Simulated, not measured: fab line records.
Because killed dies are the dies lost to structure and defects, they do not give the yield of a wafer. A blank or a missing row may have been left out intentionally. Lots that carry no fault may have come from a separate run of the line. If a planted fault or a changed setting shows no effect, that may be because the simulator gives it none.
Split-lot trial ; flow berkeley_cmos170 ; 23 wafers read from 5 lots, route of 331 steps

SPLIT DETAILS
At UCB170_M2_COAT_10 (resist thk 900 nm), the setting resist_thk_nm was moved away from the recipe's 900 nm on 9 of the 23 wafers read, by -4.5% to +4.6%. The other wafers ran this setting at the recipe's value.

The split's own step is where the reading is taken.

THE READING
KrF_of_M2_COAT_10.thk_nm (the simulator's own value, which no gauge read), in nm, at UCB170_M2_COAT_10 (resist thk 900 nm). There is no usual value for it anywhere in the file. Here, 14 wafers ran the recipe; their average is 900.3 nm with a standard deviation of 3.5 nm.

wafer;tool, chamber at the split;resist_thk_nm as run, nm;against the recipe;KrF_of_M2_COAT_10.thk_nm, nm;against lot-mates on the recipe
L076.1;litho_track-02, 0;941.2;+4.6%;936.2;+41.1
L076.2;litho_track-02, 0;941.2;+4.6%;936.7;+41.6
L076.3;litho_track-02, 0;900;recipe;893.4;-
L076.5;litho_track-02, 0;900;recipe;896.5;-
L076.6;litho_track-02, 0;900;recipe;895.5;-
L080.1;litho_track-02, 0;930.7;+3.4%;932.5;+29.6
L080.2;litho_track-02, 0;930.7;+3.4%;934.3;+31.4
L080.4;litho_track-02, 0;900;recipe;900.3;-
L080.5;litho_track-02, 0;930.7;+3.4%;933.1;+30.2
L080.6;litho_track-02, 0;900;recipe;905.5;-
L079.1;litho_track-03, 0;900;recipe;901.4;-
L079.2;litho_track-03, 0;859.8;-4.5%;858.9;-43.5
L079.3;litho_track-03, 0;900;recipe;902.6;-
L079.4;litho_track-03, 0;900;recipe;903.3;-
L079.6;litho_track-03, 0;859.8;-4.5%;856.7;-45.7
L081.1;litho_track-04, 0;900;recipe;898.8;-
L081.4;litho_track-04, 0;900;recipe;898.1;-
L081.5;litho_track-04, 0;900;recipe;898.1;-
L082.1;litho_track-03, 0;933.5;+3.7%;938.2;+34.6
L082.2;litho_track-03, 0;900;recipe;903.6;-
L082.3;litho_track-03, 0;933.5;+3.7%;937;+33.4
L082.4;litho_track-03, 0;900;recipe;902.9;-
L082.6;litho_track-03, 0;900;recipe;904.2;-

THE FIT
A straight line over all 23 wafers: KrF_of_M2_COAT_10.thk_nm changes by +9.2 nm for each +1% of resist_thk_nm; r = +0.99; the points scatter about the line by 3.6 nm.
The same after taking each lot's own level away (the mean of its wafers on the recipe; 23 wafers): +9.37 nm for each +1%; r = +1.00; scatter 1.5 nm.
On that fit, the largest move of resist_thk_nm shifts the reading by 43 nm.
Measured against the standard deviation above, the lots' own levels, which go from 895.13 to 903.57 nm, span 2.4 times it.
The two slopes agree, so the slope changes little with the lot-to-lot level.
Check: +42.4 nm against its lot-mates is what the line predicts for one of the wafers moved furthest among these (+4.6%) when that wafer is left out of the fit. Against them it came out at +41.1 nm.

FURTHER SPLITS ON THESE WAFERS
Note: prior to the reading, these wafers also went through further splits. Each is held against what the fit with the lots' levels taken away leaves over:
other split on the same wafers;wafers away from the commonest value;r with KrF_of_M2_COAT_10.thk_nm (lot level and that fit taken away)
UCB170_CONTACT_CVD_01 temp_c;18;-0.10
UCB170_CONTACT_PEB_13 peb_temp_c;7;-0.26
UCB170_M1_COAT_04 resist_thk_nm;6;+0.10
UCB170_V1_CVD_00 time_s;8;+0.34

THE FILE'S OWN FIT
KrF_of_M2_COAT_10.thk_nm changes by +9.32 nm for each +1% of resist_thk_nm, r = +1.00.
